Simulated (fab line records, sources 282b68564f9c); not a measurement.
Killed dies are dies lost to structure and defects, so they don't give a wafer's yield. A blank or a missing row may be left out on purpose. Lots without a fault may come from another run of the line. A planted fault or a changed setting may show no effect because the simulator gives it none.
Which tool did it? | flow rit_cmos | 14 lots, 42 wafers sampled, at 5 steps of a route of 202

WHAT THE GAUGES READ, wafer by wafer
RIT_M1_CD_MEAS_90: target cd 2600 nm. Usual: cd_nm 2601 nm, standard deviation 3.1.
lot  | measured    | on        | cd_nm (nm)     | flag
L562 | day 3 11:55 | cd_sem-02 | 2603 2600 2602 |
L563 | day 3 19:32 | cd_sem-02 | 2595 2596 2598 |
L564 | day 4 00:21 | cd_sem-02 | 2600 2596 2599 |
L565 | day 4 02:14 | cd_sem-01 | 2598 2599 2599 |
L566 | day 4 15:53 | cd_sem-02 | 2600 2599 2600 |
L567 | day 4 20:49 | cd_sem-01 | 2601 2599 2599 |
L568 | day 4 21:29 | cd_sem-02 | 2603 2608 2607 |
L569 | day 5 00:29 | cd_sem-02 | 2602 2600 2600 |
L571 | day 5 19:37 | cd_sem-02 | 2601 2605 2603 |
L574 | day 6 00:18 | cd_sem-02 | 2590 2593 2599 |
L577 | day 6 14:54 | cd_sem-02 | 2591 2600 2591 |
L581 | day 7 13:47 | cd_sem-02 | 2605 2603 2601 |
L583 | day 8 04:32 | cd_sem-02 | 2602 2602 2602 |
L584 | day 8 08:35 | cd_sem-02 | 2595 2596 2594 |

WHICH TOOL RAN EACH LOT (tool, then ch and the chambers of the sampled wafers, then the start)
lot  | RIT_SILICIDE_SPUTTER_01     | RIT_SILICIDE_RTA_06             | RIT_M1_METAL_ETCH_12             | RIT_M1_STRIP_14
L562 | pvd_sputter-04, day 3 06:50 | rtp_anneal-02 ch 0, day 3 07:19 | rie_metal-04 ch 0,1, day 3 11:25 | plasma_asher-03 ch 0,1, day 3 11:46
L563 | pvd_sputter-01, day 3 14:23 | rtp_anneal-01 ch 0, day 3 14:58 | rie_metal-01 ch 0, day 3 19:00   | plasma_asher-01 ch 0,1, day 3 19:20
L564 | pvd_sputter-04, day 3 19:10 | rtp_anneal-02 ch 0, day 3 19:40 | rie_metal-02 ch 0,1, day 3 23:50 | plasma_asher-03 ch 0, day 4 00:11
L565 | pvd_sputter-01, day 3 20:44 | rtp_anneal-01 ch 0, day 3 21:28 | rie_metal-04 ch 0,1, day 4 01:43 | plasma_asher-04 ch 0,1, day 4 02:04
L566 | pvd_sputter-03, day 4 09:59 | rtp_anneal-02 ch 0, day 4 10:25 | rie_metal-01 ch 0, day 4 15:13   | plasma_asher-03 ch 0,1, day 4 15:43
L567 | pvd_sputter-04, day 4 15:46 | rtp_anneal-02 ch 0, day 4 16:13 | rie_metal-02 ch 0,1, day 4 20:18 | plasma_asher-01 ch 0,1, day 4 20:38
L568 | pvd_sputter-01, day 4 15:53 | rtp_anneal-02 ch 0, day 4 16:20 | rie_metal-04 ch 0,1, day 4 20:58 | plasma_asher-03 ch 0,1, day 4 21:18
L569 | pvd_sputter-04, day 4 19:11 | rtp_anneal-01 ch 0, day 4 19:38 | rie_metal-01 ch 0, day 4 23:50   | plasma_asher-03 ch 0,1, day 5 00:17
L571 | pvd_sputter-03, day 5 13:49 | rtp_anneal-02 ch 0, day 5 14:17 | rie_metal-01 ch 0,1, day 5 18:52 | plasma_asher-03 ch 0,1, day 5 19:27
L574 | pvd_sputter-01, day 5 18:39 | rtp_anneal-02 ch 0, day 5 19:06 | rie_metal-04 ch 0,1, day 5 23:31 | plasma_asher-04 ch 0,1, day 6 00:06
L577 | pvd_sputter-04, day 6 09:38 | rtp_anneal-01 ch 0, day 6 10:05 | rie_metal-04 ch 0,1, day 6 14:23 | plasma_asher-01 ch 0,1, day 6 14:44
L581 | pvd_sputter-04, day 7 08:17 | rtp_anneal-01 ch 0, day 7 08:43 | rie_metal-01 ch 0,1, day 7 13:06 | plasma_asher-04 ch 0,1, day 7 13:37
L583 | pvd_sputter-01, day 7 23:13 | rtp_anneal-01 ch 0, day 7 23:40 | rie_metal-02 ch 0, day 8 04:02   | plasma_asher-03 ch 0,1, day 8 04:22
L584 | pvd_sputter-04, day 8 03:11 | rtp_anneal-02 ch 0, day 8 03:38 | rie_metal-01 ch 0,1, day 8 08:04 | plasma_asher-04 ch 0,1, day 8 08:24
- RIT_SILICIDE_SPUTTER_01: material Ti, target thk 30 nm, time 240 s.
- RIT_SILICIDE_RTA_06: time 10 s, ramp up 5 s, ramp down 10 s.
- RIT_M1_METAL_ETCH_12: etches Al in Cl2/BCl3, stops on SiO2, time 165 s, target depth 600 nm.
- RIT_M1_STRIP_14: strips in O2, time 180 s.

WHAT THE TOOLS THEMSELVES READ (means of the sampled wafers that have a number; where no wafer has one, the mark that the record gives instead)
RIT_SILICIDE_SPUTTER_01. Usual: throttle_valve_pct 29.7 %, standard deviation 1.1.
lot  | tool           | throttle_valve_pct (%) | flag
L562 | pvd_sputter-04 | 29.4                   |
L563 | pvd_sputter-01 | 30.1                   |
L564 | pvd_sputter-04 | 30.5                   |
L565 | pvd_sputter-01 | 30.1                   |
L566 | pvd_sputter-03 | 29.5                   |
L567 | pvd_sputter-04 | 29.9                   |
L568 | pvd_sputter-01 | 30.2                   |
L569 | pvd_sputter-04 | 29.0                   |
L571 | pvd_sputter-03 | 29.2                   |
L574 | pvd_sputter-01 | 30.4                   |
L577 | pvd_sputter-04 | 29.0                   |
L581 | pvd_sputter-04 | 29.9                   |
L583 | pvd_sputter-01 | 30.2                   |
L584 | pvd_sputter-04 | 29.7                   |

RIT_SILICIDE_RTA_06. Usual: wafer_temp_C_max 753.3, standard deviation 1.2.
lot  | tool          | wafer_temp_C_max | flag
L562 | rtp_anneal-02 | 753.7            |
L563 | rtp_anneal-01 | 751.7            |
L564 | rtp_anneal-02 | 754.7            |
L565 | rtp_anneal-01 | 752.1            |
L566 | rtp_anneal-02 | 753.9            |
L567 | rtp_anneal-02 | 754.8            |
L568 | rtp_anneal-02 | 754.9            |
L569 | rtp_anneal-01 | 752.3            |
L571 | rtp_anneal-02 | 753.8            |
L574 | rtp_anneal-02 | 754.1            |
L577 | rtp_anneal-01 | 752.4            |
L581 | rtp_anneal-01 | 752.6            |
L583 | rtp_anneal-01 | 752.1            |
L584 | rtp_anneal-02 | 754.4            |

RIT_M1_METAL_ETCH_12. Usual: chamber_pressure_mTorr 100.00 mTorr, standard deviation 0.09; drypump_motor_current_A 5.9 A, standard deviation 0.47; oes_product_au 0.774 a.u., standard deviation 0.011; throttle_valve_pct 8.24 %, standard deviation 0.14.
lot  | tool         | chamber_pressure_mTorr (mTorr) | drypump_motor_current_A (A) | oes_product_au (a.u.) | throttle_valve_pct (%) | flag
L562 | rie_metal-04 | 100.09                         | 5.6                         | 0.774                 | 8.08                   |
L563 | rie_metal-01 | 100.03                         | 5.9                         | 0.781                 | 8.41                   |
L564 | rie_metal-02 | 99.92                          | 5.9                         | 0.777                 | 8.22                   |
L565 | rie_metal-04 | 100.00                         | 5.9                         | 0.762                 | 8.12                   |
L566 | rie_metal-01 | 99.94                          | 5.9                         | 0.778                 | 8.41                   |
L567 | rie_metal-02 | 100.00                         | 5.9                         | 0.774                 | 8.23                   |
L568 | rie_metal-04 | 99.91                          | 6.0                         | 0.759                 | 8.12                   |
L569 | rie_metal-01 | 100.05                         | 5.9                         | 0.783                 | 8.42                   |
L571 | rie_metal-01 | 100.10                         | 6.4                         | 0.799                 | 8.34                   |
L574 | rie_metal-04 | 100.05                         | 5.7                         | 0.767                 | 8.08                   |
L577 | rie_metal-04 | 99.93                          | 5.7                         | 0.763                 | 8.08                   |
L581 | rie_metal-01 | 100.04                         | 6.4                         | 0.767                 | 8.34                   |
L583 | rie_metal-02 | 100.05                         | 5.3                         | 0.773                 | 8.39                   |
L584 | rie_metal-01 | 100.03                         | 6.5                         | 0.765                 | 8.34                   |

RIT_M1_STRIP_14. Usual: chamber_pressure_mTorr 4000 mTorr, standard deviation 3.7; drypump_motor_current_A 5.66 A, standard deviation 0.27.
lot  | tool            | chamber_pressure_mTorr (mTorr) | drypump_motor_current_A (A) | flag
L562 | plasma_asher-03 | 4000                           | 5.80                        |
L563 | plasma_asher-01 | 3998                           | 5.83                        |
L564 | plasma_asher-03 | 3999                           | 6.01                        |
L565 | plasma_asher-04 | 4001                           | 5.49                        |
L566 | plasma_asher-03 | 3998                           | 5.54                        |
L567 | plasma_asher-01 | 3999                           | 5.86                        |
L568 | plasma_asher-03 | 4002                           | 5.55                        |
L569 | plasma_asher-03 | 4001                           | 5.56                        |
L571 | plasma_asher-03 | 3996                           | 5.55                        |
L574 | plasma_asher-04 | 4000                           | 5.50                        |
L577 | plasma_asher-01 | 3998                           | 5.89                        |
L581 | plasma_asher-04 | 3998                           | 5.50                        |
L583 | plasma_asher-03 | 4001                           | 5.54                        |
L584 | plasma_asher-04 | 4000                           | 5.50                        |

THE ANSWER, worked out from the rows above alone
Rule: a lot is off if the mean of its wafers that have a number lies more than 3 standard deviations from the usual mean. A lot without any number at a reading at which 4 lots or more have one is off too. The other lots that the step has rows for count as sound. The gauges are gone through in route order, then the tools' own readings, and for those a lot's mean is taken as printed above. The first step at which some lot is off is used, and at that step the reading that is off furthest; a lot without a number counts as furthest.
No lot is off at any reading shown: from this, nothing can be told.

WHAT THE SIMULATOR HAD PUT IN
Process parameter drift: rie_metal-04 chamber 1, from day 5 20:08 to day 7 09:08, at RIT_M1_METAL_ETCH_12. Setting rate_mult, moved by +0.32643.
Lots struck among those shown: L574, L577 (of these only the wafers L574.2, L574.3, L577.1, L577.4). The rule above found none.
